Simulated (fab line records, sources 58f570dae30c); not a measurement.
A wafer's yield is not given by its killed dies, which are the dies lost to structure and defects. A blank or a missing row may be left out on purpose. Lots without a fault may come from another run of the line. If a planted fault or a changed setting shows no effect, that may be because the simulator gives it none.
The tool behind it: which one? ; flow berkeley cmos170 ; Sampling: 14 lots, 42 wafers, 6 of 331 route steps

== WHAT EACH GAUGE READ, for each wafer ==
UCB170_ACTIVE_OVL_MEAS_14. Usual: ACTIVE_OVL typically reads 2 nm, with standard deviation 5.1.
lot;measured;on;ACTIVE_OVL (nm);flag
L767;day 4 19:30;overlay-01;5 4 10;
L768;day 4 19:37;overlay-01;2 0 -4;
L770;day 4 19:49;overlay-01;8 6 3;
L771;day 5 03:08;overlay-01;5 1 3;
L772;day 5 09:15;overlay-01;2 2 4;
L773;day 5 13:52;overlay-01;-2 -3 1;
L774;day 5 23:17;overlay-01;-2 -2 1;
L777;day 6 14:14;overlay-02;6 10 5;
L776;day 6 14:32;overlay-02;2 6 -5;
L778;day 6 19:47;overlay-01;-1 -1 -6;
L781;day 7 02:50;overlay-02;10 -9 -1;
L786;day 7 16:18;overlay-01;1 0 -4;
L787;day 8 09:07;overlay-02;2 10 13;
L790;day 9 04:31;overlay-01;10 -2 2;

UCB170_GATE_THK_MEAS_05. Usual: GATE_POLY_THK typically reads 213.5 nm, with standard deviation 2.2.
lot;measured;on;GATE_POLY_THK (nm);flag
L767;day 6 10:46;film metro-01;213.5 212.2 213.2;
L768;day 6 05:43;film metro-04;214.5 215.0 213.1;
L770;day 6 05:44;film metro-03;210.9 210.7 211.3;
L771;day 6 21:58;film metro-03;213.0 212.3 213.4;
L772;day 7 07:44;film metro-03;212.5 211.8 212.3;
L773;day 7 07:46;film metro-04;213.6 214.4 215.2;
L774;day 7 12:53;film metro-03;213.1 212.9 212.3;
L777;day 8 02:58;film metro-01;192.5 191.5 193.1;OFF
L776;day 8 02:58;film metro-03;192.1 190.8 191.5;OFF
L778;day 8 18:34;film metro-04;215.0 214.2 214.1;
L781;day 9 04:39;film metro-03;210.6 210.2 210.3;
L786;day 9 12:20;film metro-03;210.1 213.3 211.3;
L787;day 10 08:21;film metro-01;215.9 212.1 213.9;
L790;day 10 23:06;film metro-04;214.5 214.7 214.6;

UCB170_V1_THK_MEAS_01. Usual: V1_TEOS_THK typically reads 1959 nm, with standard deviation 33.
lot;measured;on;V1_TEOS_THK (nm);flag
L767;day 7 14:00;film metro-02;1948 1981 1979;
L768;day 7 14:00;film metro-03;1904 1931 1975;
L770;day 7 14:01;film metro-01;1947 1929 1967;
L771;day 8 08:34;film metro-01;1973 1989 2034;
L772;day 8 14:16;film metro-01;1916 1985 1997;
L773;day 8 14:17;film metro-02;2002 1956 1971;
L774;day 8 18:05;film metro-01;1929 1918 1952;
L777;day 9 07:05;film metro-01;1939 1983 1993;
L776;day 9 07:04;film metro-02;1931 1936 1973;
L778;day 9 23:56;film metro-01;1911 1916 1916;
L781;day 10 09:13;film metro-03;1958 1920 1961;
L786;day 10 15:36;film metro-02;1950 1894 2005;
L787;day 11 12:43;film metro-01;1949 1932 1957;
L790;day 12 01:08;film metro-01;1936 1900 1989;

== WHICH TOOL RAN EACH LOT (tool, then ch and the chambers of the sampled wafers, then the start) ==
lot;UCB170_GATE_CVD_04;UCB170_GATE_ETCH_15;UCB170_CONTACT_STRIP_06
L767;lpcvd-01 ch 1, day 6 09:22;rie si-02 ch 1,2,3, day 6 12:00;plasma asher-01 ch 0,1, day 7 05:50
L768;lpcvd-01 ch 1, day 6 04:19;rie si-01 ch 0,2,3, day 6 07:42;plasma asher-02 ch 0,1, day 7 05:47
L770;lpcvd-01 ch 0, day 6 04:19;rie si-01 ch 0,1,2, day 6 07:09;plasma asher-02 ch 0,1, day 7 05:23
L771;lpcvd-02 ch 1, day 6 20:33;rie si-01 ch 2,3, day 6 23:36;plasma asher-02 ch 0,1, day 7 19:41
L772;lpcvd-02 ch 1, day 7 06:20;rie si-01 ch 0,1,2, day 7 10:16;plasma asher-03 ch 0,1, day 8 06:06
L773;lpcvd-02 ch 1, day 7 06:20;rie si-02 ch 0,2,3, day 7 10:12;plasma asher-02 ch 0,1, day 8 05:40
L774;lpcvd-02 ch 0, day 7 11:29;rie si-02 ch 0,2,3, day 7 14:16;plasma asher-01 ch 0,1, day 8 09:55
L777;lpcvd-02 ch 0, day 8 01:34;rie si-01 ch 0,2,3, day 8 04:34;plasma asher-01 ch 0,1, day 8 21:58
L776;lpcvd-02 ch 1, day 8 01:34;rie si-02 ch 0,2,3, day 8 04:17;plasma asher-01 ch 0,1, day 8 23:46
L778;lpcvd-01 ch 0, day 8 17:10;rie si-02 ch 0,1,2, day 8 19:41;plasma asher-01 ch 0,1, day 9 14:54
L781;lpcvd-01 ch 0, day 9 03:15;rie si-01 ch 0,2,3, day 9 06:32;plasma asher-03 ch 0,1, day 10 01:45
L786;lpcvd-01 ch 0, day 9 10:56;rie si-02 ch 0,2,3, day 9 13:30;plasma asher-02 ch 0,1, day 10 05:25
L787;lpcvd-01 ch 0, day 10 06:57;rie si-02 ch 0,1, day 10 10:06;plasma asher-02 ch 0,1, day 11 05:44
L790;lpcvd-01 ch 1, day 10 21:42;rie si-02 ch 0,2,3, day 11 00:22;plasma asher-02 ch 0,1, day 11 18:08
- UCB170_GATE_CVD_04: deposits poly-Si from SiH4, time 1440 s, target thk 214 nm.
- UCB170_GATE_ETCH_15: etches poly-Si in HBr/Cl2, stops on SiO2, time 56.3 s, target depth 278.2 nm.
- UCB170_CONTACT_STRIP_06: strips in O2.

== AS READ BY THE TOOLS THEMSELVES (means over the sampled wafers that have a number; for cases with no such wafer, the mark the record gives instead) ==
UCB170_GATE_CVD_04. Usual: pressure mtorr 375.2 mTorr, standard deviation 0.79; sih4 flow sccm 120.0 sccm, standard deviation 0.41.
lot;tool;pressure mtorr (mTorr);sih4 flow sccm (sccm);flag
L767;lpcvd-01;375.5;120.0;
L768;lpcvd-01;375.6;120.1;
L770;lpcvd-01;375.3;119.6;
L771;lpcvd-02;374.7;119.6;
L772;lpcvd-02;375.1;119.8;
L773;lpcvd-02;375.9;120.2;
L774;lpcvd-02;375.2;119.5;
L777;lpcvd-02;299.7;119.8;OFF
L776;lpcvd-02;300.2;120.2;OFF
L778;lpcvd-01;374.9;120.2;
L781;lpcvd-01;373.6;120.6;
L786;lpcvd-01;374.7;119.8;
L787;lpcvd-01;374.8;119.9;
L790;lpcvd-01;375.7;120.5;

UCB170_GATE_ETCH_15. Usual: drypump motor current A 5.9 A, standard deviation 0.55; oes product au 0.831 a.u., standard deviation 0.0084; throttle valve pct 26.54 %, standard deviation 0.2.
lot;tool;drypump motor current A (A);oes product au (a.u.);throttle valve pct (%);flag
L767;rie si-02;6.2;0.829;26.66;
L768;rie si-01;5.3;0.829;26.54;
L770;rie si-01;5.8;0.824;26.57;
L771;rie si-01;5.6;0.828;26.50;
L772;rie si-01;5.8;0.828;26.56;
L773;rie si-02;6.4;0.833;26.46;
L774;rie si-02;6.5;0.831;26.45;
L777;rie si-01;5.4;0.776;26.54;OFF
L776;rie si-02;6.4;0.772;26.45;OFF
L778;rie si-02;6.3;0.835;26.52;
L781;rie si-01;5.4;0.823;26.54;
L786;rie si-02;6.4;0.829;26.46;
L787;rie si-02;6.1;0.840;26.45;
L790;rie si-02;6.4;0.834;26.44;

UCB170_CONTACT_STRIP_06. Usual: drypump motor current A 5.7 A, standard deviation 0.37; oes product au 0.734 a.u., standard deviation 0.0049; strip time to endpoint s 21.97 s, standard deviation 0.053.
lot;tool;drypump motor current A (A);oes product au (a.u.);strip time to endpoint s (s);flag
L767;plasma asher-01;5.8;0.735;21.98;
L768;plasma asher-02;5.7;0.733;21.98;
L770;plasma asher-02;5.7;0.735;21.98;
L771;plasma asher-02;5.7;0.734;21.98;
L772;plasma asher-03;5.4;0.735;21.95;
L773;plasma asher-02;5.7;0.734;21.94;
L774;plasma asher-01;6.0;0.732;21.91;
L777;plasma asher-01;5.8;0.737;22.04;
L776;plasma asher-01;6.0;0.732;21.97;
L778;plasma asher-01;5.8;0.737;21.95;
L781;plasma asher-03;5.1;0.736;21.90;
L786;plasma asher-02;5.6;0.732;22.04;
L787;plasma asher-02;5.6;0.737;21.96;
L790;plasma asher-02;5.6;0.733;21.92;

== THE ANSWER, worked out from the rows above alone ==
Rule: take the mean of a lot's wafers that have a number; if it is more than 3 standard deviations from the usual mean, the lot is off. A lot without any number at a reading at which 4 lots or more have one is off too. The other lots that the step has rows for count as sound. After the gauges, taken in route order, come the tools' own readings; for these a lot's mean is taken, as printed above. The first step at which some lot is off is used, and at that step the reading that is off furthest; a lot without a number counts as furthest.
Off: at UCB170_GATE_THK_MEAS_05 (GATE_POLY_THK), L777, L776.
A tool fits if, at a process step before that reading, it ran every lot that is off, and no sound lot after the first of them. The gauges at UCB170_GATE_THK_MEAS_05 aren't tried: what is off there is off at UCB170_GATE_CVD_04 too, on other tools, and a gauge's error can't cause that. One candidate fits, namely lpcvd-02 at UCB170_GATE_CVD_04. A fault onset in the window from L774 (day 7 11:29, its last sound lot) to L776 (day 8 01:34, its first lot off) fits.
On the lots that are off, the tool's own readings at UCB170_GATE_CVD_04 differ by more than 5 times the standard deviation of the sound lots' means, which bears it out; pressure mtorr reads 299.9 mTorr there versus 375.1 mTorr on the sound lots.

== WHAT HAD BEEN PUT IN BY THE SIMULATOR ==
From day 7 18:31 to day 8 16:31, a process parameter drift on lpcvd-02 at UCB170_GATE_CVD_04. Setting pressure mtorr, moved by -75, from 375. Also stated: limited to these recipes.
Struck lots among those shown: L777, L776. This agrees with what the rule above found.
